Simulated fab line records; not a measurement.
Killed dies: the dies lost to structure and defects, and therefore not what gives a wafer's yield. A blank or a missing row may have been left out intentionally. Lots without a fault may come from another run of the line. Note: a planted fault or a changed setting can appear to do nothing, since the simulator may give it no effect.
The tool behind it: which one?    flow berkeleyCmos170    14 lots, 42 wafers sampled, at 4 steps of a route of 331

WHAT THE GAUGES SHOWED, per wafer
UCB170_M3_RS_MEAS_02: measurement is done with a four-point probe.
lot   measured      on            M3_AL_RS (ohm/sq)
L567  day 8 14:38   filmMetro-03  0.0323 0.0322 0.0320
L566  day 8 17:52   filmMetro-04  0.0322 0.0326 0.0318
L570  day 8 23:45   filmMetro-01  0.0322 0.0324 0.0321
L568  day 9 02:58   filmMetro-04  0.0326 0.0326 0.0327
L569  day 9 02:48   filmMetro-01  0.0320 0.0320 0.0320
L571  day 10 11:41  filmMetro-01  0.0324 0.0328 0.0325
L573  day 10 12:02  filmMetro-03  0.0323 0.0324 0.0323
L574  day 10 12:49  filmMetro-04  0.0321 0.0326 0.0326
L581  day 11 17:14  filmMetro-01  0.0323 0.0331 0.0326
L582  day 12 06:19  filmMetro-03  0.0330 0.0322 0.0325
L585  day 12 20:50  filmMetro-04  0.0333 0.0325 0.0326
L586  day 12 23:18  filmMetro-01  0.0322 0.0327 0.0329
L587  day 13 14:11  filmMetro-03  0.0324 0.0321 0.0318
L588  day 13 14:24  filmMetro-01  0.0322 0.0327 0.0323

UCB170_M3_CD_MEAS_15 targets a cd of 700 nm.
lot   measured      on        cdNm (nm)
L567  day 8 16:24   cdSem-01  695.9 696.9 698.3
L566  day 8 20:19   cdSem-02  700.4 699.2 699.2
L570  day 9 06:38   cdSem-02  701.9 702.1 701.3
L568  day 9 07:15   cdSem-02  699.9 701.3 700.9
L569  day 9 06:55   cdSem-01  698.6 698.4 698.8
L571  day 10 16:32  cdSem-01  701.1 700.4 701.2
L573  day 10 16:47  cdSem-02  700.0 700.7 701.6
L574  day 10 17:16  cdSem-01  698.8 698.2 700.2
L581  day 11 18:58  cdSem-02  699.0 697.5 699.7
L582  day 12 08:26  cdSem-02  700.9 700.5 701.1
L585  day 12 23:10  cdSem-02  698.3 698.6 698.7
L586  day 13 01:10  cdSem-02  698.6 698.8 698.8
L587  day 13 16:19  cdSem-02  702.0 701.9 702.4
L588  day 13 16:30  cdSem-01  699.2 699.5 699.5

TOOL THAT RAN EACH LOT (tool first, then ch and the chambers of the sampled wafers, then the start)
lot   UCB170_V1_CVD_00                 UCB170_M2_COAT_10
L567  pecvd-04 ch 1,2, day 8 06:37     lithoTrack-03 ch 0, day 8 10:00
L566  pecvd-03 ch 0,1,2, day 8 09:17   lithoTrack-04 ch 0, day 8 13:00
L570  pecvd-02 ch 0,1, day 8 15:26     lithoTrack-03 ch 0, day 8 19:00
L568  pecvd-02 ch 0,2, day 8 16:46     lithoTrack-04 ch 0, day 8 21:00
L569  pecvd-03 ch 0,1,2, day 8 16:46   lithoTrack-04 ch 0, day 8 21:00
L571  pecvd-04 ch 0,2, day 9 23:02     lithoTrack-03 ch 0, day 10 07:00
L573  pecvd-03 ch 0,1,2, day 10 00:22  lithoTrack-03 ch 0, day 10 07:00
L574  pecvd-03 ch 0,1, day 10 04:12    lithoTrack-03 ch 0, day 10 08:00
L581  pecvd-03 ch 0,1,2, day 11 07:31  lithoTrack-03 ch 0, day 11 12:00
L582  pecvd-02 ch 0,1, day 11 21:37    lithoTrack-03 ch 0, day 12 02:00
L585  pecvd-03 ch 1,2, day 12 12:16    lithoTrack-03 ch 0, day 12 16:00
L586  pecvd-04 ch 1,2, day 12 13:35    lithoTrack-01 ch 0, day 12 19:00
L587  pecvd-04 ch 0,1, day 13 04:07    lithoTrack-04 ch 0, day 13 08:00
L588  pecvd-02 ch 0,2, day 13 05:28    lithoTrack-04 ch 0, day 13 09:00
- UCB170_V1_CVD_00: deposits SiO2 from TEOS/O2, target thk 2000 nm, time 250 s.
- UCB170_M2_COAT_10: resist thk 900 nm.

WHAT THE TOOLS THEMSELVES READ (means of the sampled wafers that have a number; where no wafer has one, the mark that the record gives instead)
UCB170_V1_CVD_00.
lot   tool      heaterPowerW (W)
L567  pecvd-04  207
L566  pecvd-03  266
L570  pecvd-02  263
L568  pecvd-02  226
L569  pecvd-03  262
L571  pecvd-04  247
L573  pecvd-03  229
L574  pecvd-03  224
L581  pecvd-03  234
L582  pecvd-02  244
L585  pecvd-03  202
L586  pecvd-04  227
L587  pecvd-04  229
L588  pecvd-02  235

UCB170_M2_COAT_10.
lot   tool           spinSpeedRpm (rpm)
L567  lithoTrack-03  1499.7
L566  lithoTrack-04  1500.1
L570  lithoTrack-03  1500.1
L568  lithoTrack-04  1499.5
L569  lithoTrack-04  1499.1
L571  lithoTrack-03  1499.8
L573  lithoTrack-03  1500.2
L574  lithoTrack-03  1501.3
L581  lithoTrack-03  1501.1
L582  lithoTrack-03  1532.7
L585  lithoTrack-03  1532.2
L586  lithoTrack-01  1501.4
L587  lithoTrack-04  1499.6
L588  lithoTrack-04  1499.5

THE ANSWER, worked out from the rows above alone
Rule: the lots themselves supply what counts as usual. The widest of any qualifying gaps counts: lots, ordered by their means at a reading, are off when they make up no more than a third of the lots, leave a main group of 4 or more, and stand apart from it by 3 or more times the standard deviation of that group's means. The tables above print the reading to a certain number of digits; a main group whose means all agree to those digits is not used. A lot without any number at a reading at which 4 lots or more have one is off too. Any other lot the step has rows for is counted as sound. After the gauges, taken in route order, come the tools' own readings; for these a lot's mean is taken, as printed above. The first step at which some lot is off is used, and at that step the reading that is off furthest; a lot without a number counts as furthest.
Off, at UCB170_M2_COAT_10 on spinSpeedRpm: L582, L585. Mean 1500.1 rpm and standard deviation 0.73 in the main group.
A tool fits if, at that step or a process step before it, it ran every lot that is off, and no sound lot after the first of them. One fits: UCB170_M2_COAT_10 on lithoTrack-03. Its last sound lot is L581 (day 11 12:00), its first lot that is off L582 (day 12 02:00): a fault that began between those two fits.
On the lots that are off, the tool's own readings at UCB170_M2_COAT_10 differ by more than 5 times the standard deviation of the sound lots' means, which bears it out; spinSpeedRpm reads 1532.5 rpm there versus 1500.1 rpm on the sound lots.

WHAT HAD BEEN PUT IN BY THE SIMULATOR
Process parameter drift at UCB170_M2_COAT_10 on lithoTrack-03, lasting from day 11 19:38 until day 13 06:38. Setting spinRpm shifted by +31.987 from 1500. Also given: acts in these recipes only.
Struck lots among those shown: L582, L585. Same finding as the rule above.
